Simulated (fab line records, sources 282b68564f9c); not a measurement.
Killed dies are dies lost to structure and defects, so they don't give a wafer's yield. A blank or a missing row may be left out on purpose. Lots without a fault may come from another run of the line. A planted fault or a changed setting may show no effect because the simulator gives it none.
Which tool did it? | flow rit_cmos | 15 lots, 45 wafers sampled, at 1 step of a route of 202

WHAT THE GAUGES READ, wafer by wafer
The record holds no reading of a measuring or inspecting step that can be judged against a usual standard deviation.

WHICH TOOL RAN EACH LOT (tool, then ch and the chambers of the sampled wafers, then the start)
lot  | RIT_M1_EXPOSE_06
L214 | iline_stepper-02 ch 0, day 3 10:52
L216 | iline_stepper-01 ch 0, day 3 21:19
L217 | iline_stepper-02 ch 0, day 3 23:01
L218 | iline_stepper-02 ch 0, day 4 06:31
L219 | iline_stepper-02 ch 0, day 4 11:11
L220 | iline_stepper-01 ch 0, day 4 14:20
L224 | iline_stepper-02 ch 0, day 5 12:11
L226 | iline_stepper-01, day 5 23:26
L227 | iline_stepper-02, day 6 01:59
L228 | iline_stepper-01, day 6 08:30
L229 | iline_stepper-02 ch 0, day 6 10:43
L232 | iline_stepper-02 ch 0, day 7 05:20
L234 | iline_stepper-02 ch 0, day 7 15:07
L235 | iline_stepper-02 ch 0, day 7 16:49
L236 | iline_stepper-01 ch 0, day 7 23:22
- RIT_M1_EXPOSE_06: exposes mask M12, target cd 2600 nm.

WHAT THE TOOLS THEMSELVES READ (means of the sampled wafers that have a number; where no wafer has one, the mark that the record gives instead)
RIT_M1_EXPOSE_06.
lot  | tool             | exposure_dose_mJ_cm2 | focus_offset_nm (nm) | reticle_temp_C (C)
L214 | iline_stepper-02 | 249.87               | 0.0                  | 23.05
L216 | iline_stepper-01 | 250.07               | 0.2                  | 23.06
L217 | iline_stepper-02 | 249.99               | -0.0                 | 22.98
L218 | iline_stepper-02 | 249.78               | 0.5                  | 22.98
L219 | iline_stepper-02 | 249.86               | -0.1                 | 22.99
L220 | iline_stepper-01 | 250.50               | 0.4                  | 22.81
L224 | iline_stepper-02 | 250.22               | 0.1                  | 22.97
L226 | iline_stepper-01 | -                    | -                    | -
L227 | iline_stepper-02 | -                    | -                    | -
L228 | iline_stepper-01 | -                    | -                    | -
L229 | iline_stepper-02 | 250.19               | 0.2                  | 23.00
L232 | iline_stepper-02 | 249.64               | -0.5                 | 23.02
L234 | iline_stepper-02 | 250.20               | 0.2                  | 23.10
L235 | iline_stepper-02 | 250.28               | -0.0                 | 22.95
L236 | iline_stepper-01 | 250.00               | -0.6                 | 22.93

THE ANSWER, worked out from the rows above alone
Rule: what is usual is taken from the lots themselves. Put in order of their means at a reading, lots are off if they are a third of the lots or fewer, leave a main group of 4 or more, and stand apart from it by a gap of 3 or more times the standard deviation of the main group's means; of several such gaps the widest counts. A main group whose means are all the same, to the digits that the tables above print for the reading, isn't used. A lot without any number at a reading at which 4 lots or more have one is off too. The other lots that the step has rows for count as sound. The gauges are gone through in route order, then the tools' own readings, and for those a lot's mean is taken as printed above. The first step at which some lot is off is used, and at that step the reading that is off furthest; a lot without a number counts as furthest.
Off: L226, L227, L228, at RIT_M1_EXPOSE_06 (exposure_dose_mJ_cm2). Without a number there: L226, L227, L228. The main group: mean 250.05, standard deviation 0.23.
A tool fits if, at that step or a process step before it, it ran every lot that is off, and no sound lot after the first of them. None of those tried fits.

WHAT THE SIMULATOR HAD PUT IN
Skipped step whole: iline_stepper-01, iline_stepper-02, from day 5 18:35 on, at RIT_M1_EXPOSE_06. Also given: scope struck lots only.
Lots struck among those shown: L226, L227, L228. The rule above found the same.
